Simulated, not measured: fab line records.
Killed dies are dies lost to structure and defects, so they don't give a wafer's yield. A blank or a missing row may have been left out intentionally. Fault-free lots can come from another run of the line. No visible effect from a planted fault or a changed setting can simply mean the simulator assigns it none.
2 desks, one fault + flow rit-cmos + each desk holds nothing but its own numbers, with what lay behind them at the end

## FROM THE METROLOGY DESK
Lot by lot, what the gauges showed, no matter which tool ran the lot: averages of those sampled wafers that carry a number. A lot is out of limits, marked OUT, if its mean lies more than 4 standard deviations from the usual mean; the brackets give that distance.
Columns: A = NLDD_TW at RIT_NLDD_TW_MEAS_10, usual 2533; B = PLDD_OVL at RIT_PLDD_OVL_MEAS_06, usual 1.0 nm
| lot  | first seen here | A    | B   |
|------|-----------------|------|-----|
| L478 | day 2 19:25     | 2517 | 1.6 |
| L486 | day 4 11:13     | 2515 | 2.7 |
| L487 | day 4 17:39     | 2541 | 0.7 |
| L488 | day 5 00:04     | 2549 | 1.5 |
| L493 | day 5 21:41     | 2519 | 1.9 |
| L498 | day 6 21:12     | 2511 | 1.8 |
This desk found nothing out of limits on any of the 6 lots.

## AT THE TOOL OWNER'S DESK: implanter-02
The tool's own readings at RIT_PLDD_IMPLANT_08: means of the sampled wafers that have a number, for each lot that ran on this tool. A lot is out of limits, marked OUT, if its mean lies more than 4 standard deviations from the usual mean; the brackets give that distance.
Columns: A = beam-energy-keV at RIT_PLDD_IMPLANT_08, usual 19.999
| lot  | first seen here | A                |
|------|-----------------|------------------|
| L486 | day 4 12:28     | 19.999           |
| L488 | day 5 01:18     | 20.217 (+36) OUT |
| L493 | day 5 22:47     | 20.213 (+36) OUT |
This desk's finding: out of limits on L488, L493; first on L488, day 5 01:18 (beam-energy-keV at RIT_PLDD_IMPLANT_08). In limits: L486.

## BROUGHT TOGETHER
The tool owner's desk could have raised an alarm at day 5 01:18, on L488, L493.
Metrology desk: nothing out of limits seen.
The metrology desk has L488, L493 on record, within its limits.
All the named lots went through RIT_PLDD_IMPLANT_08 on implanter-02.

## WHAT HAD BEEN PUT IN BY THE SIMULATOR
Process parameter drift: implanter-02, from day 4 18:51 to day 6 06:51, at RIT_PLDD_IMPLANT_08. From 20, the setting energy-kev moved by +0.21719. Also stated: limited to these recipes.
Lots struck among those shown: L488, L493.
Each desk's first reading out of limits, in hours after the fault started: the tool owner's desk, 6.
